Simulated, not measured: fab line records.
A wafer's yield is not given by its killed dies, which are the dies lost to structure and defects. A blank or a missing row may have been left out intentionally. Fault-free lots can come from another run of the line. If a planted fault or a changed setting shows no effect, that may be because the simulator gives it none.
Split-lot experiment :: flow rit_cmos :: on a route of 202 steps: 5 lots, 23 wafers read

ON THE SPLIT
At RIT_NRETRO_SOFTBAKE_02 (time 60 s), the setting temp_c was moved away from the recipe's 90 C on 8 of the 23 wafers read, by -4.1% to +2.7%. For the rest of the wafers, this setting stayed at what the recipe calls for.

FROM THE SPLIT TO THE READING: what the file shows between them, 2 steps
- RIT_NRETRO_EXPOSE_03: exposes mask M4, target cd 43900 nm
- RIT_NRETRO_PEB_04

THE READING
NOVOLAK_of_NRETRO_COAT_01.thk_nm (the simulator's own value, which no gauge read), in nm, at RIT_NRETRO_DEVELOP_05 (develop time 68 s). The file gives no usual value for it. The 15 wafers here that ran the recipe average 1316 nm, standard deviation 3.2 nm.

wafer: L074.1
tool, chamber at the split: litho_track-03, 0
temp_c as run, C: 90
against the recipe: recipe
NOVOLAK_of_NRETRO_COAT_01.thk_nm, nm: 1311
against lot-mates on the recipe: -

wafer: L074.2
tool, chamber at the split: litho_track-03, 0
temp_c as run, C: 90
against the recipe: recipe
NOVOLAK_of_NRETRO_COAT_01.thk_nm, nm: 1311
against lot-mates on the recipe: -

wafer: L074.4
tool, chamber at the split: litho_track-03, 0
temp_c as run, C: 86.29
against the recipe: -4.1%
NOVOLAK_of_NRETRO_COAT_01.thk_nm, nm: 1332
against lot-mates on the recipe: +21

wafer: L074.5
tool, chamber at the split: litho_track-03, 0
temp_c as run, C: 86.29
against the recipe: -4.1%
NOVOLAK_of_NRETRO_COAT_01.thk_nm, nm: 1324
against lot-mates on the recipe: +13

wafer: L074.6
tool, chamber at the split: litho_track-03, 0
temp_c as run, C: 86.29
against the recipe: -4.1%
NOVOLAK_of_NRETRO_COAT_01.thk_nm, nm: 1325
against lot-mates on the recipe: +14

wafer: L075.1
tool, chamber at the split: litho_track-03, 0
temp_c as run, C: 86.88
against the recipe: -3.5%
NOVOLAK_of_NRETRO_COAT_01.thk_nm, nm: 1333
against lot-mates on the recipe: +14

wafer: L075.2
tool, chamber at the split: litho_track-03, 0
temp_c as run, C: 90
against the recipe: recipe
NOVOLAK_of_NRETRO_COAT_01.thk_nm, nm: 1320
against lot-mates on the recipe: -

wafer: L075.3
tool, chamber at the split: litho_track-03, 0
temp_c as run, C: 90
against the recipe: recipe
NOVOLAK_of_NRETRO_COAT_01.thk_nm, nm: 1321
against lot-mates on the recipe: -

wafer: L075.4
tool, chamber at the split: litho_track-03, 0
temp_c as run, C: 86.88
against the recipe: -3.5%
NOVOLAK_of_NRETRO_COAT_01.thk_nm, nm: 1331
against lot-mates on the recipe: +12

wafer: L075.6
tool, chamber at the split: litho_track-03, 0
temp_c as run, C: 90
against the recipe: recipe
NOVOLAK_of_NRETRO_COAT_01.thk_nm, nm: 1317
against lot-mates on the recipe: -

wafer: L080.4
tool, chamber at the split: litho_track-04, 0
temp_c as run, C: 90
against the recipe: recipe
NOVOLAK_of_NRETRO_COAT_01.thk_nm, nm: 1321
against lot-mates on the recipe: -

wafer: L080.5
tool, chamber at the split: litho_track-04, 0
temp_c as run, C: 90
against the recipe: recipe
NOVOLAK_of_NRETRO_COAT_01.thk_nm, nm: 1317
against lot-mates on the recipe: -

wafer: L080.6
tool, chamber at the split: litho_track-04, 0
temp_c as run, C: 90
against the recipe: recipe
NOVOLAK_of_NRETRO_COAT_01.thk_nm, nm: 1317
against lot-mates on the recipe: -

wafer: L081.1
tool, chamber at the split: litho_track-01, 0
temp_c as run, C: 90
against the recipe: recipe
NOVOLAK_of_NRETRO_COAT_01.thk_nm, nm: 1314
against lot-mates on the recipe: -

wafer: L081.2
tool, chamber at the split: litho_track-01, 0
temp_c as run, C: 90
against the recipe: recipe
NOVOLAK_of_NRETRO_COAT_01.thk_nm, nm: 1315
against lot-mates on the recipe: -

wafer: L081.3
tool, chamber at the split: litho_track-01, 0
temp_c as run, C: 90
against the recipe: recipe
NOVOLAK_of_NRETRO_COAT_01.thk_nm, nm: 1315
against lot-mates on the recipe: -

wafer: L081.4
tool, chamber at the split: litho_track-01, 0
temp_c as run, C: 90
against the recipe: recipe
NOVOLAK_of_NRETRO_COAT_01.thk_nm, nm: 1311
against lot-mates on the recipe: -

wafer: L081.5
tool, chamber at the split: litho_track-01, 0
temp_c as run, C: 90
against the recipe: recipe
NOVOLAK_of_NRETRO_COAT_01.thk_nm, nm: 1316
against lot-mates on the recipe: -

wafer: L085.1
tool, chamber at the split: litho_track-01, 0
temp_c as run, C: 92.42
against the recipe: +2.7%
NOVOLAK_of_NRETRO_COAT_01.thk_nm, nm: 1301
against lot-mates on the recipe: -14

wafer: L085.2
tool, chamber at the split: litho_track-01, 0
temp_c as run, C: 90
against the recipe: recipe
NOVOLAK_of_NRETRO_COAT_01.thk_nm, nm: 1315
against lot-mates on the recipe: -

wafer: L085.3
tool, chamber at the split: litho_track-01, 0
temp_c as run, C: 92.42
against the recipe: +2.7%
NOVOLAK_of_NRETRO_COAT_01.thk_nm, nm: 1305
against lot-mates on the recipe: -10

wafer: L085.5
tool, chamber at the split: litho_track-01, 0
temp_c as run, C: 90
against the recipe: recipe
NOVOLAK_of_NRETRO_COAT_01.thk_nm, nm: 1316
against lot-mates on the recipe: -

wafer: L085.6
tool, chamber at the split: litho_track-01, 0
temp_c as run, C: 92.42
against the recipe: +2.7%
NOVOLAK_of_NRETRO_COAT_01.thk_nm, nm: 1304
against lot-mates on the recipe: -12

THE FIT
A straight line over all 23 wafers: NOVOLAK_of_NRETRO_COAT_01.thk_nm changes by -3.7 nm for each +1% of temp_c; r = -0.90; the points scatter about the line by 3.7 nm.
The same after taking each lot's own level away (the mean of its wafers on the recipe; 23 wafers): -4.01 nm for each +1%; r = -0.97; scatter 2.1 nm.
Per that fit: largest temp_c move, reading shift of 17 nm.
Measured against the standard deviation above, the lots' own levels, which go from 1311.0 to 1319.3 nm, span 2.6 times it.
The two slopes agree, so the slope changes little with the lot-to-lot level.
Check: +15.1 nm against its lot-mates is what the line predicts for one of the wafers moved furthest among these (-4.1%) when that wafer is left out of the fit. It came out at +21 nm against them.

THESE WAFERS: OTHER SPLITS
Before the reading, these wafers also passed through other splits. Each is held against what the fit with the lots' levels taken away leaves over:
other split on the same wafers: RIT_ACTIVE_CVD_03 pressure_mtorr
wafers away from the commonest value: 10
r with NOVOLAK_of_NRETRO_COAT_01.thk_nm (lot level and that fit taken away): +0.09

other split on the same wafers: RIT_ACTIVE_ETCH_13 rf_w
wafers away from the commonest value: 7
r with NOVOLAK_of_NRETRO_COAT_01.thk_nm (lot level and that fit taken away): +0.22

other split on the same wafers: RIT_NWELL_COAT_01 spin_rpm
wafers away from the commonest value: 10
r with NOVOLAK_of_NRETRO_COAT_01.thk_nm (lot level and that fit taken away): +0.24

other split on the same wafers: RIT_NWELL_IMPLANT_08 energy_kev
wafers away from the commonest value: 7
r with NOVOLAK_of_NRETRO_COAT_01.thk_nm (lot level and that fit taken away): +0.12

other split on the same wafers: RIT_PWELL_IMPLANT_08 energy_kev
wafers away from the commonest value: 9
r with NOVOLAK_of_NRETRO_COAT_01.thk_nm (lot level and that fit taken away): +0.22

THE FILE'S OWN FIT
NOVOLAK_of_NRETRO_COAT_01.thk_nm changes by -3.88 nm for each +1% of temp_c, r = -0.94.
